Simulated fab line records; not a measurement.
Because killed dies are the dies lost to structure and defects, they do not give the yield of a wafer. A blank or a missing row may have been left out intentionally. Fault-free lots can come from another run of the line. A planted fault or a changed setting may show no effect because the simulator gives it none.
Comparing a struck lot with a sound one / flow ritCmos / 29 steps out of a route of 202
Sound: wafers L359.1, L359.2, L359.4. Struck: wafers L363.4, L363.5, L363.6. The cause is named last.
Each step with rows lists, per side, the tool, then ch with its chambers, then its first start. Under that, the readings that differ: sound wafers / struck wafers / difference of the means / sigmas: that difference in standard deviations of wafers without a fault.
alike: readings with means less than 2 such deviations apart, plus words and numbers identical on both sides. not compared: withheld readings, readings lacking a value on some wafer, bounds such as >300 that could conceal the same value, and numbers that have no deviation in the record and whose values overlap.
A row with sigmas, a row that says differs or no value, or rows on one side alone: a step with any of these is where the two part. Numbers that don't overlap but have no deviation are shown without sigmas and don't part them. A reading that every wafer of one side lacks parts them only if that side has two wafers or more.

RIT_SDANNEAL_RTA_03: time 5 s.
  sound on rtpAnneal-01 ch 0, day 5 07:53; struck on rtpAnneal-01 ch 0, day 6 00:43
  alike: rampUpCPerS, wafer_temp_C_max
RIT_SDANNEAL_RS_MEAS_04: measurement is done with a four-point probe.
  sound: filmMetro-04 at day 5 07:57; struck: filmMetro-02 at day 6 00:48
  alike: PSD_RS
RIT_SDANNEAL_RS_MEAS_05: measurement is done with a four-point probe.
  sound: filmMetro-04 at day 5 08:04; struck: filmMetro-02 at day 6 00:55
  alike: NSD_RS
RIT_SDANNEAL_RS_MEAS_06: measurement is done with a four-point probe.
  sound: filmMetro-04 at day 5 08:11; struck: filmMetro-02 at day 6 01:02
reading=PLDD_RS (ohm/sq); sound=177.9 177.6 177.4; struck=176.2 176.6 176.6; difference=-1.2; sigmas=-2
RIT_SDANNEAL_RS_MEAS_07: measurement is done with a four-point probe.
  sound: filmMetro-04 at day 5 08:19; struck: filmMetro-02 at day 6 01:10
  alike: NLDD_RS
then, 1 step without rows for these wafers: RIT_SILICIDE_WET_ETCH_00 (etches SiO2 in BOE, target depth 14 nm, time 15 s).
RIT_SILICIDE_SPUTTER_01: material Ti, target thk 30 nm, time 240 s.
  sound: pvdSputter-01 at day 5 08:26; struck: pvdSputter-04 at day 6 01:14
  alike: throttleValvePct
RIT_SILICIDE_RS_MEAS_02: measurement is done with a four-point probe.
  sound: filmMetro-01 at day 5 08:35; struck: filmMetro-01 at day 6 01:26
  alike: SILICIDE_TI_RS
RIT_SILICIDE_THK_MEAS_03: measures by xrf.
  sound: filmMetro-01 at day 5 08:43; struck: filmMetro-01 at day 6 01:32
  alike: SILICIDE_TI_THK
RIT_SILICIDE_RTA_04: time 10 s, ramp up 5 s, ramp down 5 s.
  sound on rtpAnneal-02 ch 0, day 5 08:46; struck on rtpAnneal-02 ch 0, day 6 01:36
  alike: wafer_temp_C_max
then, 1 step without rows for these wafers: RIT_SILICIDE_WET_ETCH_05 (etches Ti in SPM, time 120 s).
RIT_SILICIDE_RTA_06: time 10 s, ramp up 5 s, ramp down 10 s.
  sound on rtpAnneal-01 ch 0, day 5 08:53; struck on rtpAnneal-01 ch 0, day 6 01:42
  alike: wafer_temp_C_max
RIT_CONTACT_CVD_00: deposits SiO2 from TEOS, target thk 400 nm, time 58.18 s.
  sound on pecvd-04 ch 0,1, day 5 08:57; struck on pecvd-03 ch 0,1,2, day 6 01:59
  alike: heaterPowerW
RIT_CONTACT_THK_MEAS_01:
  sound: filmMetro-01 at day 5 09:00; struck: filmMetro-04 at day 6 02:02
reading=CONTACT_TEOS_THK (nm); sound=387 378 391; struck=756 771 771; difference=+381; sigmas=+73
then, 6 steps without rows for these wafers: RIT_CONTACT_HMDS_02 (prime time 60 s); RIT_CONTACT_COAT_03 (resist thk 1000 nm); RIT_CONTACT_SOFTBAKE_04 (time 60 s); RIT_CONTACT_EXPOSE_05 (exposes mask M11, target cd 1000 nm); RIT_CONTACT_PEB_06; RIT_CONTACT_DEVELOP_07 (develop time 120 s).
RIT_CONTACT_CD_MEAS_08: the cd target is 1000 nm.
  sound: cdSem-02 at day 5 10:01; struck: cdSem-02 at day 6 03:31
  alike: cdNm
RIT_CONTACT_OVL_MEAS_09:
  sound: overlay-01 at day 5 10:08; struck: overlay-01 at day 6 03:36
  alike: CONTACT_OVL
then, 1 step without rows for these wafers: RIT_CONTACT_HARDBAKE_10 (time 60 s).
RIT_CONTACT_ETCH_11: etches SiO2 in CHF3/CF4/Ar, stops on TiSi2, target depth 480 nm, time 320 s.
  sound on rieDiel-03 ch 0,1,3, day 5 10:20; struck on rieDiel-04 ch 0,1,3, day 6 03:46
reading=model.etch.depthNm (nm); sound=387.2 377.9 390.7; struck=465.9 475.1 477.3; difference=+87.5; sigmas=
reading=model.CONTACT.featureDepthNm (nm); sound=387.2 377.9 390.7; struck=465.9 475.1 477.3; difference=+87.5; sigmas=
  alike: cf4FlowSccm, drypumpMotorCurrentA, mfcArSccm, oesProductAu, throttleValvePct
  not compared: rfHoursCounterH
RIT_CONTACT_STRIP_12: strips in O2, time 180 s.
  sound on plasmaAsher-03 ch 0,1, day 5 10:32; struck on plasmaAsher-03 ch 0,1, day 6 04:01
  alike: drypumpMotorCurrentA
  not compared: rfHoursCounterH
RIT_CONTACT_CD_MEAS_90: the cd target is 1000 nm.
  sound: cdSem-02 at day 5 10:42; struck: cdSem-02 at day 6 04:12
  alike: cdNm
RIT_CONTACT_CLEAN_13: cleans in SC1, time 600 s.
  sound on wetBench-04 ch 3, day 5 10:49; struck on wetBench-04 ch 3, day 6 04:16
reading=model.SiO2_of_CONTACT_CVD_00.thkNm (nm); sound=383.2 373.9 386.6; struck=752.3 767.9 767; difference=+381.2; sigmas=
then, 1 step without rows for these wafers: RIT_CONTACT_CLEAN_14 (cleans in SC2, time 600 s).
RIT_M1_PROBE_99:
  the record has rows for the struck wafers here (prober-01, day 7 14:53) and none for the sound ones

WHERE THEY PART
Earliest at RIT_SDANNEAL_RS_MEAS_06; latest, in this record, at RIT_M1_PROBE_99.

WHY: what had been put in by the simulator
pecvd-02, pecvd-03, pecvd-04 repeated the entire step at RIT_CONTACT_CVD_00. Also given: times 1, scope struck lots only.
